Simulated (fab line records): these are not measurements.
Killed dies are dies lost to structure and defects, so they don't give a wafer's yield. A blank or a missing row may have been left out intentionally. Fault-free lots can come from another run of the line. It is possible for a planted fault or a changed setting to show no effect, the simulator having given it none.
fab line records	flow ritCmos
[record] lots = 6	wafers = 18	lastDay = 7
route steps=202 shown CONTACT@172 M1@184
lots with no fault: from the same line, run without faults
startH: the number of hours between the record's first day and the start of the first shown wafer of the lot	waitH: how many hours have passed since the lot's step before this one	" identical to the entry in the row above	L1.1+2: several wafers, shown together as one row	- no value, or no start given	* or withheld: withheld	< > ~ a bound
route shown NAME@n: names a module that has steps shown in the file, with the first one's number in the route	usual: average and standard deviation across the fault-free wafers	same: alike in all rows	chamber/n: place in a boat	sites: per-site readings	_std_site: standard deviation of those values	_edge_site: mean of outer sites minus mean of inner sites	radiusMm: how far each site lies from the wafer's centre	mask NAME#n: copy n	behind: the tool/chamber that last shaped the wafer	hold: why the lot went on hold/how many hours it stayed there/how the hold came to an end	device: the transistor (n, p or np) that didn't switch	end of line: the route-end tests of the same wafers	a step with no rows: only its recipe	killed: count of dies lost to structure and defects at first sort (not the wafer's yield)	map: dies across one wafer; x = killed, . = not, _ = none there
set.NAME: the setting that was run; set.NAME@STEP: the one run at that earlier step	model.NAME: the simulator's own value behind a step, which no gauge read
a table for each step, a row for each wafer; lots at some steps of the route
services: from which hour (startH, from the record's first day; less than 0 if before it) a tool's chamber was out of use, for how many hours, and why
[[steps]]
[step RIT_CONTACT_SOFTBAKE_04]
[recipe] resist = NOVOLAK	tempC = 90	timeS = 60
[step RIT_CONTACT_EXPOSE_05]
[recipe] maskId = M11	na = 0.6	sourceShape = conventional	sigmaOuter = 0.5	targetCdNm = 1000	doseMj = 250
[step RIT_CONTACT_PEB_06]
[recipe] resist = NOVOLAK	tempC = withheld	timeS = withheld
[step RIT_CONTACT_DEVELOP_07]
[recipe] resist = NOVOLAK	developTimeS = 120	devTempC = 23
[step RIT_CONTACT_CD_MEAS_08]
[recipe] targetCdNm = 1000
[usual] cdNm = 999.3/2.3
lot.wafer	tool	chamber	startH	waitH	cdNm
L585.1	cdSem-02	-	51.89	-	995.8
L585.2	"	-	"	"	998.9
L585.6	"	-	"	"	998.5
L588.3	cdSem-02	-	66.75	-	997.1
L588.4	"	-	"	"	996.7
L588.6	"	-	"	"	996.4
L594.1	cdSem-02	-	97.90	-	995.6
L594.2	"	-	"	"	994.9
L594.6	"	-	"	"	997.5
L596.2	cdSem-02	-	106.17	-	998.1
L596.5	"	-	"	"	997.4
L596.6	"	-	"	"	998.0
L598.1	cdSem-01	-	120.73	-	999.6
L598.2	"	-	"	"	998.5
L598.6	"	-	"	"	999.7
L606.1	cdSem-02	-	161.38	-	999.5
L606.2	"	-	"	"	998.5
L606.4	"	-	"	"	999.2
[step RIT_CONTACT_OVL_MEAS_09]
[usual] CONTACT_OVL = -0.2/1.4
lot.wafer	tool	chamber	startH	waitH	CONTACT_OVL[nm]
L585.1	overlay-02	-	52.01	0.1	1.9
L585.2	"	-	"	"	1.1
L585.6	"	-	"	"	2.7
L588.3	overlay-01	-	66.84	0.1	-0.4
L588.4	"	-	"	"	0.2
L588.6	"	-	"	"	-0.4
L594.1	overlay-01	-	98.02	0.1	-1.2
L594.2	"	-	"	"	-1.9
L594.6	"	-	"	"	-2.7
L596.2	overlay-01	-	106.28	0.1	-3.5
L596.5	"	-	"	"	-3.3
L596.6	"	-	"	"	-2.1
L598.1	overlay-02	-	120.85	0.1	-0.2
L598.2	"	-	"	"	-0.3
L598.6	"	-	"	"	-0.5
L606.1	overlay-02	-	161.50	0.1	0.8
L606.2	"	-	"	"	0.8
L606.4	"	-	"	"	1.2
[step RIT_CONTACT_HARDBAKE_10]
[recipe] resist = NOVOLAK	tempC = 140	timeS = 60
[step RIT_CONTACT_ETCH_11]
[recipe] targetDepthA = 4800	overEtchFrac = 0.2	stopOn = TiSi2	chemistry = CHF3/CF4/Ar	target = SiO2	CHF3_flow_sccm = 50	cf4FlowSccm = 10	Ar_flow_sccm = 100	O2_flow_sccm = 5	pressureMtorr = 100	rfW = 200	timeS = 320
[usual] drypumpMotorCurrentA = 5.5/0.39	oesProductAu = 0.982/0.013	throttleValvePct = 8.89/0.13
lot.wafer	tool	chamber	startH	waitH	drypumpMotorCurrentA	oesProductAu	rfHoursCounterH	throttleValvePct
L585.1	rieDiel-02	1	52.20	0.1	5.2	0.985	27	8.85
L585.2	"	0	"	"	5.8	0.960	139	8.92
L585.6	"	3	"	"	5.2	0.969	-	9.11
L588.3	rieDiel-04	1	67.15	0.1	5.3	1.002	2	8.96
L588.4	"	2	"	"	5.6	0.983	12	8.93
L588.6	"	3	"	"	5.8	0.978	-	8.65
L594.1	rieDiel-02	2	98.21	0.1	5.6	0.991	113	8.68
L594.2	"	0	"	"	5.9	0.969	141	8.91
L594.6	"	2	"	"	5.6	0.991	-	8.66
L596.2	rieDiel-02	3	106.46	0.1	5.3	0.975	117	9.09
L596.5	"	2	"	"	5.6	0.996	-	8.65
L596.6	"	0	"	"	5.9	0.957	-	8.91
L598.1	rieDiel-04	1	121.19	0.1	5.3	0.990	3	8.95
L598.2	"	0	"	"	6.3	0.998	8	8.95
L598.6	"	1	"	"	5.3	0.993	-	8.94
L606.1	rieDiel-02	2	161.69	0.1	5.6	0.996	115	8.67
L606.2	"	0	"	"	5.9	0.959	142	8.91
L606.4	"	3	"	"	5.2	0.968	118	9.11
[step RIT_CONTACT_STRIP_12]
[recipe] chemistry = O2	timeS = 180	resist = NOVOLAK	platenTempC = withheld	powerW = 500	pressureMtorr = 4000	o2FlowSccm = 4000
[usual] drypumpMotorCurrentA = 5.7/0.54
lot.wafer	tool	chamber	startH	waitH	drypumpMotorCurrentA	rfHoursCounterH
L585.1	plasmaAsher-02	1	52.39	0.1	5.5	41
L585.2	"	0	"	"	5.4	41
L585.6	"	0	"	"	5.4	-
L588.3	plasmaAsher-04	1	67.41	0.2	6.3	-
L588.4	"	0	"	"	6.3	-
L588.6	"	0	"	"	6.3	-
L594.1	plasmaAsher-04	1	98.40	0.1	6.3	48
L594.2	"	0	"	"	6.3	48
L594.6	"	0	"	"	6.3	-
L596.2	plasmaAsher-04	0	106.65	0.1	6.3	50
L596.5	"	0	"	"	6.3	-
L596.6	"	1	"	"	6.3	-
L598.1	plasmaAsher-04	1	121.39	0.1	6.3	51
L598.2	"	0	"	"	6.3	51
L598.6	"	0	"	"	6.3	-
L606.1	plasmaAsher-02	1	161.88	0.1	5.5	5
L606.2	"	0	"	"	5.4	5
L606.4	"	1	"	"	5.5	-
[step RIT_CONTACT_CD_MEAS_90]
[recipe] targetCdNm = 1000
[usual] cdNm = 999.2/2.3
lot.wafer	tool	chamber	startH	waitH	cdNm
L585.1	cdSem-02	-	52.57	0.1	995.7
L585.2	"	-	"	"	998.8
L585.6	"	-	"	"	999.0
L588.3	cdSem-02	-	67.56	0.1	996.9
L588.4	"	-	"	"	996.4
L588.6	"	-	"	"	996.5
L594.1	cdSem-01	-	98.58	0.1	995.3
L594.2	"	-	"	"	994.8
L594.6	"	-	"	"	997.1
L596.2	cdSem-01	-	106.85	0.1	998.3
L596.5	"	-	"	"	997.2
L596.6	"	-	"	"	998.7
L598.1	cdSem-01	-	121.56	0.1	999.3
L598.2	"	-	"	"	999.0
L598.6	"	-	"	"	999.8
L606.1	cdSem-02	-	162.06	0.1	999.3
L606.2	"	-	"	"	998.5
L606.4	"	-	"	"	999.4
[step RIT_CONTACT_CLEAN_13]
[recipe] chemistry = SC1	mix = 3:3:50	timeS = 600	tempC = 75
[step RIT_CONTACT_CLEAN_14]
[recipe] chemistry = SC2	mix = 3:3:50	timeS = 600	tempC = 75	dry = n2Spin
[step RIT_M1_SPUTTER_00]
[recipe] material = Al	targetThkNm = 400	powerW = 2000	chamberPressurePa = 0.4	gas = Ar	timeS = 500	substrateTempC = 25
[usual] cathodeDcPowerW = 2000.0/0.35	throttleValvePct = 29.9/0.9
lot.wafer	tool	chamber	startH	waitH	cathodeDcPowerW	throttleValvePct	model.Al_of_M1_SPUTTER_00.thkNm
L585.1	pvdSputter-03	-	53.07	0.0	2000.1	29.1	404.1
L585.2	"	-	"	"	1999.9	29.6	401.7
L585.6	"	-	"	"	2000.4	30.2	402.6
L588.3	pvdSputter-03	-	68.01	0.0	2000.3	29.1	400.9
L588.4	"	-	"	"	2000.0	28.9	401.4
L588.6	"	-	"	"	1999.3	29.8	403.7
L594.1	pvdSputter-03	-	99.05	0.0	3122.9	29.9	625.3
L594.2	"	-	"	"	1999.3	29.3	397.3
L594.6	"	-	"	"	2000.2	29.6	394.3
L596.2	pvdSputter-03	-	107.30	0.0	1999.6	29.5	390.2
L596.5	"	-	"	"	3123.6	30.1	621.3
L596.6	"	-	"	"	1999.8	29.5	392.7
L598.1	pvdSputter-01	-	122.03	0.0	2000.3	28.2	393.8
L598.2	"	-	"	"	2000.5	31.1	395.8
L598.6	"	-	"	"	1999.5	30.9	396.1
L606.1	pvdSputter-01	-	162.54	0.0	2001.0	30.8	401.9
L606.2	"	-	"	"	2000.3	31.2	401.7
L606.4	"	-	"	"	2000.1	30.0	404.5
[step RIT_M1_RS_MEAS_01]
[recipe] thkMeasGauge = four-point-probe	reads = Al_of_M1_SPUTTER_00
[usual] M1_AL_RS = 0.0736/0.00065
lot.wafer	tool	chamber	startH	waitH	M1_AL_RS[ohm/sq]
L585.1	filmMetro-03	-	53.36	0.1	0.0726
L585.2	"	-	"	"	0.0729
L585.6	"	-	"	"	0.0730
L588.3	filmMetro-04	-	68.34	0.2	0.0733
L588.4	"	-	"	"	0.0733
L588.6	"	-	"	"	0.0728
L594.1	filmMetro-03	-	99.34	0.1	0.0467
L594.2	"	-	"	"	0.0741
L594.6	"	-	"	"	0.0746
L596.2	filmMetro-03	-	107.61	0.2	0.0751
L596.5	"	-	"	"	0.0469
L596.6	"	-	"	"	0.0750
L598.1	filmMetro-01	-	122.33	0.1	0.0746
L598.2	"	-	"	"	0.0743
L598.6	"	-	"	"	0.0743
L606.1	filmMetro-04	-	162.84	0.1	0.0731
L606.2	"	-	"	"	0.0732
L606.4	"	-	"	"	0.0726
[step RIT_M1_THK_MEAS_02]
[recipe] thkMeasGauge = xrf	reads = Al_of_M1_SPUTTER_00
[usual] M1_AL_THK = 405/3.9
lot.wafer	tool	chamber	startH	waitH	M1_AL_THK[nm]
L585.1	filmMetro-03	-	53.48	0.1	410
L585.2	"	-	"	"	407
L585.6	"	-	"	"	407
L588.3	filmMetro-04	-	68.44	0.1	408
L588.4	"	-	"	"	408
L588.6	"	-	"	"	409
L594.1	filmMetro-03	-	99.46	0.1	632
L594.2	"	-	"	"	401
L594.6	"	-	"	"	400
L596.2	filmMetro-03	-	107.72	0.1	395
L596.5	"	-	"	"	628
L596.6	"	-	"	"	397
L598.1	filmMetro-01	-	122.45	0.1	401
L598.2	"	-	"	"	401
L598.6	"	-	"	"	403
L606.1	filmMetro-04	-	162.96	0.1	406
L606.2	"	-	"	"	408
L606.4	"	-	"	"	410
[step RIT_M1_HMDS_03]
[recipe] primeTimeS = 60	primeTempC = 140
[step RIT_M1_COAT_04]
[recipe] resist = NOVOLAK	spinRpm = 2000	resistThkNm = 1300
[step RIT_M1_SOFTBAKE_05]
[recipe] resist = NOVOLAK	tempC = 90	timeS = 60
[step RIT_M1_EXPOSE_06]
[recipe] maskId = M12	na = 0.6	sourceShape = conventional	sigmaOuter = 0.5	targetCdNm = 2600	doseMj = 250
[step RIT_M1_PEB_07]
[recipe] resist = NOVOLAK	tempC = withheld	timeS = withheld
[step RIT_M1_DEVELOP_08]
[recipe] resist = NOVOLAK	developTimeS = 68	devTempC = 23
[step RIT_M1_CD_MEAS_09]
[recipe] targetCdNm = 2600
[usual] cdNm = 2599.9/2.3
lot.wafer	tool	chamber	startH	waitH	cdNm
L585.1	cdSem-01	-	54.42	-	2599.3
L585.2	"	-	"	"	2596.8
L585.6	"	-	"	"	2596.7
L588.3	cdSem-01	-	69.53	-	2597.8
L588.4	"	-	"	"	2598.7
L588.6	"	-	"	"	2600.0
L594.1	cdSem-01	-	100.54	-	2601.6
L594.2	"	-	"	"	2602.1
L594.6	"	-	"	"	2603.1
L596.2	cdSem-01	-	108.80	-	2601.7
L596.5	"	-	"	"	2601.8
L596.6	"	-	"	"	2599.1
L598.1	cdSem-01	-	123.39	-	2601.3
L598.2	"	-	"	"	2602.6
L598.6	"	-	"	"	2602.7
L606.1	cdSem-02	-	163.95	-	2597.3
L606.2	"	-	"	"	2594.8
L606.4	"	-	"	"	2597.3
[step RIT_M1_OVL_MEAS_10]
[usual] M1_OVL = -0.4/1.4
lot.wafer	tool	chamber	startH	waitH	M1_OVL[nm]
L585.1	overlay-02	-	54.54	0.1	-2.2
L585.2	"	-	"	"	-0.9
L585.6	"	-	"	"	-0.6
L588.3	overlay-02	-	69.62	0.1	-0.9
L588.4	"	-	"	"	-1.6
L588.6	"	-	"	"	-1.4
L594.1	overlay-02	-	100.66	0.1	-1.0
L594.2	"	-	"	"	-1.6
L594.6	"	-	"	"	-2.8
L596.2	overlay-02	-	108.90	0.1	-1.2
L596.5	"	-	"	"	0.6
L596.6	"	-	"	"	-0.9
L598.1	overlay-01	-	123.51	0.1	-3.1
L598.2	"	-	"	"	-2.2
L598.6	"	-	"	"	-2.1
L606.1	overlay-02	-	164.07	0.1	-0.6
L606.2	"	-	"	"	-0.2
L606.4	"	-	"	"	0.1
[step RIT_M1_HARDBAKE_11]
[recipe] resist = NOVOLAK	tempC = 140	timeS = 120
[step RIT_M1_METAL_ETCH_12]
[recipe] stopOn = SiO2	chemistry = Cl2/BCl3	target = Al	timeS = 165	overEtchFrac = 0.5	pressureMtorr = 100	targetDepthA = 6000	rfW = 250	Cl2_flow_sccm = 60	bcl3FlowSccm = 50
[usual] drypumpMotorCurrentA = 6.04/0.22	oesProductAu = 0.776/0.014	throttleValvePct = 8.30/0.11
lot.wafer	tool	chamber	startH	waitH	drypumpMotorCurrentA	oesProductAu	rfHoursCounterH	throttleValvePct
L585.1	rieMetal-03	0	54.83	0.2	5.88	0.766	4	8.29
L585.2	"	1	"	"	6.21	0.777	4	8.19
L585.6	"	1	"	"	6.19	0.785	-	8.20
L588.3	rieMetal-03	1	70.06	0.2	6.20	0.778	-	8.20
L588.4	"	0	"	"	5.89	0.772	-	8.30
L588.6	"	1	"	"	6.19	0.780	-	8.18
L594.1	rieMetal-03	0	100.95	0.2	5.90	0.994	4	8.27
L594.2	"	1	"	"	6.18	0.784	4	8.20
L594.6	"	1	"	"	6.17	0.775	-	8.20
L596.2	rieMetal-01	1	109.18	0.2	5.92	0.790	1	8.27
L596.5	"	0	"	"	6.04	0.974	-	8.18
L596.6	"	1	"	"	5.93	0.801	-	8.28
L598.1	rieMetal-02	1	123.79	0.2	6.40	0.771	33	8.55
L598.2	"	0	"	"	5.77	0.771	38	8.32
L598.6	"	0	"	"	5.75	0.769	-	8.30
L606.1	rieMetal-03	0	164.36	0.2	5.89	0.771	5	8.30
L606.2	"	1	"	"	6.20	0.791	5	8.18
L606.4	"	0	"	"	5.88	0.767	-	8.30
[step RIT_M1_STRIP_13]
[recipe] chemistry = nmp	resist = NOVOLAK	tempC = 80	timeS = 600	dry = n2Spin
[step RIT_M1_PROBE_99]
[usual] defectLimitedYield = 97.3/1.2	killed_at_M0_to_M3 = 0.0/0.14	killedAtFrontEnd = 7/3	killedDies = 7/3	killedOnRim = 1.8/1.3	killedOpen = 3.5/2	killedShort = 3.6/2.1
[same] grossDies = 264	killed_at_M4_up = 0	killedAtBackSide = 0	killedAtContacts = 0	killedAtOther = 0
lot.wafer	tool	chamber	startH	waitH	defectLimitedYield[%]	killed_at_M0_to_M3	killedAtFrontEnd	killedDies	killedOnRim	killedOpen	killedShort	model.etest.tester.sortNPass	model.etest.tester.sortYieldPct	model.etest.tester.sort_bin_5_pct	model.etest.tester.sort_bin_3_pct	model.etest.isoNwellNwell.short	model.etest.selectEdgeDiodeP.overLimit	model.etest.fieldN.short	model.etest.ring.noRing
L585.1	prober-01	-	58.61	0.1	98.9	0	3	3	1	1	2	261	98.86	1.136	0	0	0	0	0
L585.2	prober-01	-	58.66	0.1	98.9	0	3	3	1	2	1	261	98.86	0.7576	0	0	0	0	0
L585.6	prober-01	-	58.86	0.2	98.9	0	3	3	0	1	2	261	98.86	0.7576	0.3788	0	0	0	0
L588.3	prober-02	-	73.67	0.2	97.0	0	8	8	3	5	3	256	96.97	2.273	0	0	0	0	0
L588.4	prober-02	-	73.72	0.2	97.3	0	7	7	0	7	0	257	97.35	2.273	0	0	0	0	0
L588.6	prober-02	-	73.82	0.2	98.5	0	4	4	1	3	1	260	98.48	0.7576	0	0	0	0	0
L594.1	prober-02	-	104.13	0.1	9.1	237	3	240	69	1	2	0	0	90.15	9.091	1	1	1	1
L594.2	prober-02	-	104.18	0.1	98.1	0	5	5	0	3	2	259	98.11	1.136	0	0	0	0	0
L594.6	prober-02	-	104.38	0.2	98.1	0	5	5	3	2	3	259	98.11	1.894	0	0	0	0	0
L596.2	prober-02	-	113.80	0.1	97.0	0	8	8	4	2	6	256	96.97	1.136	0	0	0	0	0
L596.5	prober-02	-	113.95	0.2	9.5	231	8	239	70	6	2	0	0	89.39	9.47	1	1	1	1
L596.6	prober-02	-	114.00	0.2	96.2	0	10	10	1	4	6	254	96.21	1.894	0	0	0	0	0
L598.1	prober-02	-	126.05	0.1	96.6	0	9	9	5	4	5	255	96.59	1.515	0	0	0	0	0
L598.2	prober-02	-	126.10	0.1	96.6	0	9	9	1	1	8	255	96.59	1.136	0.3788	0	0	0	0
L598.6	prober-02	-	126.30	0.2	96.6	0	9	9	4	2	7	255	96.59	1.515	0.3788	0	0	0	0
L606.1	prober-01	-	167.48	0.1	97.7	0	6	6	2	3	3	258	97.73	1.515	0	0	0	0	0
L606.2	prober-01	-	167.53	0.1	96.6	0	9	9	1	7	2	255	96.59	2.273	0	0	0	0	0
L606.4	prober-01	-	167.63	0.2	97.0	0	8	8	2	4	4	256	96.97	1.136	1.136	0	0	0	0
// killed by level:class
L585.1 FOX2:geometricParticle:short=1 GATE:geometricParticle:short=1 SPACER:geometricParticle:open=1
L585.2 GATE:geometricParticle:open=1 REOX:geometricParticle:short=1 SPACER:geometricParticle:open=1
L585.6 FOX1:geometricParticle:open=1 GATE:geometricParticle:short=1 SILICIDE:geometricParticle:short=1
L588.3 GATE:geometricParticle:open=2 REOX:geometricParticle:open=2 FOX2:geometricParticle:open=1 GATE:geometricParticle:short=1 REOX:geometricParticle:short=1 SILICIDE:geometricParticle:short=1
L588.4 GATE:geometricParticle:open=4 REOX:geometricParticle:open=1 SPACER:geometricParticle:open=1 SILICIDE:geometricParticle:open=1
L588.6 FOX2:geometricParticle:open=2 FOX2:geometricParticle:short=1 GATE:geometricParticle:open=1
L594.1 M1:areaEtch=237 REOX:geometricParticle:short=1 SPACER:geometricParticle:short=1 SPACER:geometricParticle:open=1
L594.2 GATE:geometricParticle:open=2 ACTIVE:geometricParticle:short=1 FOX2:geometricParticle:open=1 REOX:geometricParticle:short=1
L594.6 GATE:geometricParticle:open=1 GATE:geometricParticle:short=1 REOX:geometricParticle:short=1 SPACER:geometricParticle:open=1 SILICIDE:geometricParticle:short=1
L596.2 GATE:geometricParticle:short=5 FOX2:geometricParticle:short=1 FOX2:geometricParticle:open=1 GATE:geometricParticle:open=1
L596.5 M1:areaEtch=231 FOX2:geometricParticle:open=2 GATE:geometricParticle:short=2 REOX:geometricParticle:open=2 FOX1:geometricParticle:open=1 GATE:geometricParticle:open=1
L596.6 GATE:geometricParticle:short=3 FOX1:geometricParticle:short=2 GATE:geometricParticle:open=1 REOX:geometricParticle:open=1 SPACER:geometricParticle:open=1 SILICIDE:geometricParticle:open=1 SILICIDE:geometricParticle:short=1
L598.1 SILICIDE:geometricParticle:short=3 GATE:geometricParticle:open=2 FOX1:geometricParticle:open=1 GATE:geometricParticle:short=1 REOX:geometricParticle:open=1 SPACER:geometricParticle:short=1
L598.2 REOX:geometricParticle:short=3 SPACER:geometricParticle:short=3 SILICIDE:geometricParticle:short=2 REOX:geometricParticle:open=1
L598.6 SPACER:geometricParticle:short=4 REOX:geometricParticle:short=2 FOX2:geometricParticle:open=1 GATE:geometricParticle:short=1 GATE:geometricParticle:open=1
L606.1 REOX:geometricParticle:short=2 FOX2:geometricParticle:open=1 GATE:geometricParticle:open=1 REOX:geometricParticle:open=1 SILICIDE:geometricParticle:short=1
L606.2 SILICIDE:geometricParticle:open=3 SILICIDE:geometricParticle:short=2 FOX2:geometricParticle:open=1 GATE:geometricParticle:open=1 REOX:geometricParticle:open=1 SPACER:geometricParticle:open=1
L606.4 GATE:geometricParticle:short=2 FOX1:geometricParticle:open=1 REOX:geometricParticle:open=1 SPACER:geometricParticle:short=1 SPACER:geometricParticle:open=1 SILICIDE:geometricParticle:short=1 SILICIDE:geometricParticle:open=1
// map L594.1 (x killed, . not)
________xxxxxxx_______
_____xxxxxxxxxxxxx____
____xxxx..xxxxxxxxx___
___xxxxxxxxxxxxxxxxx__
__xxxxxxxxxxxxxxxxxxx_
__xxxxxxx.xx.x.xxxxxx_
_xxxxx.xx.x..xxxxxxxxx
_xxx..xxxxxx.xxxxxxxxx
_xxxxx..xxxxxxx.xxxxxx
_xxxxxxxx..xx.xxxxxxxx
__xxxx.x..xxxxxxxxxxx_
__xxx.xxxx.xxxxxxxxxx_
___xxxxxxxxxxxxxxxxx__
____xxxxxxxxxxxxxxx___
_____xxxxxxxxxxxxx____
________.xxxxxx_______
// map L596.5 (x killed, . not)
________xxxxxxx_______
_____xxxxxxxxxxxxx____
____xxxxxxxxxxxxxxx___
___xxxxxxxxxxxxxxxxx__
__xxxxxxxxxxxxxxxxxxx_
__xxxxxx.....xxxxxxxx_
_xxxxxxx.....x.xxxxxxx
_xxxxxxx.......xxxxxxx
_xxxxxxxx...x.xxxxxxxx
_xxxxxxxxx.x..xxxxxxxx
__xxxxxxxxxxxxxxxxxxx_
__xxxxxxxxxxxxxxxxxxx_
___xxxxxxxxxxxxxxxxx__
____xxxxxxxxxxxxxxx___
_____xxxxxxxxxxxxx____
________xxxxxxx_______
[[services]]
tool	chamber	startH	hours	kind
rieDiel-02	-	37.16	0.4	repair
pvdSputter-01	-	52.04	1.8	repair
pvdSputter-01	-	54.21	5.4	repair
rieMetal-01	-	60.19	4.3	pm
rieMetal-03	-	62.33	2.8	pm
rieDiel-04	-	67.93	1.0	repair
rieDiel-04	-	73.75	15.6	pm
rieMetal-03	-	81.11	1.4	pm
rieDiel-02	1	97.48	7.5	repair
rieDiel-02	1	105.38	5.0	repair
plasmaAsher-02	-	108.75	9.0	pm
plasmaAsher-02	0	108.75	9.0	ventCycle
plasmaAsher-02	1	108.75	9.0	ventCycle
plasmaAsher-02	0	117.75	-	clean
plasmaAsher-02	1	117.75	-	clean
rieDiel-02	3	124.14	9.1	repair
plasmaAsher-04	-	125.04	2.2	repair
rieMetal-02	-	136.12	20.0	pm
rieMetal-02	0	136.12	20.0	ventCycle
rieMetal-02	1	136.12	20.0	ventCycle
pvdSputter-03	-	136.90	1.7	repair
rieMetal-02	0	156.12	-	clean
rieMetal-02	1	156.12	-	clean
[[key]]
[firstSign] step = RIT_M1_SPUTTER_00	reading = cathodeDcPowerW	direction = up	sigmas = 99+	usual = 2000.0	struck = 3123.3
[effect] step = RIT_M1_RS_MEAS_01	reading = M1_AL_RS	direction = down	sigmas = 42	usual = 0.0736	struck = 0.0468
[effect] step = RIT_M1_THK_MEAS_02	reading = M1_AL_THK	direction = up	sigmas = 58	usual = 405	struck = 630
[effect] step = RIT_M1_METAL_ETCH_12	reading = oesProductAu	direction = up	sigmas = 15	usual = 0.776	struck = 0.984
[effect] step = RIT_M1_PROBE_99	reading = killed_at_M0_to_M3	direction = up	sigmas = 99+	usual = 0.0	struck = 234
[modelEffect] step = RIT_M1_SPUTTER_00	value = Al_of_M1_SPUTTER_00.thkNm	without = 398.6	struck = 623.3
[modelEffect] step = RIT_M1_PROBE_99	value = etest.tester.sortNPass	without = 258.5	struck = 0
[moreKillsBornAt] RIT_M1_METAL_ETCH_12@rieMetal-03 = 237	RIT_M1_METAL_ETCH_12@rieMetal-01 = 231
metAt RIT_M1_SPUTTER_00
struckWafers L594.1,L596.5
laterRowsLeftOut L594.1,L596.5
onsetBetween 68.01 99.05
[fault] kind = processParameterDrift	tool = pvdSputter-03	chamber = -	onsetH = 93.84	steps = RIT_M1_SPUTTER_00	channel = powerW	offset = 1123.5	shape = step	endH = 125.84	actsIn = theseRecipesOnly	stated = 2000	scope = struckWafersOnly
// laterRowsLeftOut: the simulator's readings of these wafers behind a module that went badly wrong aren't trusted and aren't shown, but for the sort
